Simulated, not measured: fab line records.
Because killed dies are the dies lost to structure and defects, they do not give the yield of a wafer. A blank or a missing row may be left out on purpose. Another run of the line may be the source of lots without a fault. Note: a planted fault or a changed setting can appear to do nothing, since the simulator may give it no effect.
Matching of chambers | flow berkeley cmos170 | UCB170_V1_CMP_02 on cmp-02: 4 sister chambers
The step polishes SiO2. 4 wafers are shown with their chamber, then 8 later ones without.

WAFERS, EACH WITH ITS CHAMBER
wafer  | chamber | motor current A (A)
L234.5 | 1       | 12.2
L237.2 | 2       | 14.4
L237.3 | 0       | 16.4
L235.1 | 3       | 15.1

WAFERS MISSING THEIR CHAMBER
wafer  | motor current A (A)
L235.4 | 13.9
L235.5 | 12.3
L247.2 | 17.6
L247.3 | 14.8
L247.4 | 11.9
L248.4 | 14.7
L248.5 | 16.6
L248.6 | 11.7

WHICH CHAMBER EACH WENT THROUGH
wafer  | from the rows above     | in truth
L235.4 | can't be placed: 2 or 3 | 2
L235.5 | 1                       | 1
L247.2 | 0                       | 0
L247.3 | can't be placed: 3 or 2 | 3
L247.4 | 1                       | 1
L248.4 | can't be placed: 2 or 3 | 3
L248.5 | 0                       | 0
L248.6 | 1                       | 1
Correctly placed: 5 of 8. Not placeable from these rows: 3 (in 3, the candidates include the true chamber). Placed wrongly: 0.
How it was worked out, from the rows above alone: a wafer's distance from a chamber is the root of the sum, over the readings, of the square of ((its reading less the chamber's mean) divided by the reading's scatter). If the next closest chamber is less than 2 further off than the closest, the wafer can't be placed; otherwise it belongs to the closest. For every chamber, the mean is computed from those of its wafers that are shown. The scatter: root of mean squared gap, hidden wafer to nearest shown wafer, with one shown wafer a chamber.
